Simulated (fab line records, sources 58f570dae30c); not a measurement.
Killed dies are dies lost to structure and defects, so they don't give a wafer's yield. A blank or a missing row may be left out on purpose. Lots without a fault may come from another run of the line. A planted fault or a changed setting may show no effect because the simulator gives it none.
Chamber matching | flow berkeley_cmos170 | UCB170_SPACER_CVD_00 on pecvd-04: 3 sister chambers
The step deposits SiO2 from TEOS/O2, target thk 376 nm, time 47 s. 3 wafers are shown with their chamber, then 8 later ones without.

WAFERS WITH THEIR CHAMBER
wafer  | chamber | heater_power_w (W)
L722.5 | 1       | 320
L728.4 | 0       | 326
L731.1 | 2       | 316

WAFERS WITHOUT THEIR CHAMBER
wafer  | heater_power_w (W)
L731.3 | 308
L731.5 | 331
L734.3 | 277
L734.4 | 270
L734.6 | 295
L736.1 | 240
L736.4 | 355
L736.6 | 253

WHICH CHAMBER EACH WENT THROUGH
wafer  | from the rows above          | in truth
L731.3 | can't be placed: 2 or 1 or 0 | 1
L731.5 | can't be placed: 0 or 1 or 2 | 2
L734.3 | can't be placed: 2 or 1 or 0 | 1
L734.4 | can't be placed: 2 or 1 or 0 | 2
L734.6 | can't be placed: 2 or 1 or 0 | 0
L736.1 | can't be placed: 2 or 1 or 0 | 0
L736.4 | can't be placed: 0 or 1 or 2 | 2
L736.6 | can't be placed: 2 or 1 or 0 | 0
Placed correctly: 0 of 8. Can't be placed from these rows: 8 (the true chamber is among the candidates in 8). Placed wrongly: 0.
How it was worked out, from the rows above alone: a wafer's distance from a chamber is the root of the sum, over the readings, of the square of ((its reading less the chamber's mean) divided by the reading's scatter). The wafer belongs to the nearest chamber; if the next one is less than 2 further off, it can't be placed. A chamber's mean is the mean of its shown wafers. The scatter: with one shown wafer a chamber, the root of the mean of the squares of how far each hidden wafer lies from its nearest shown one.
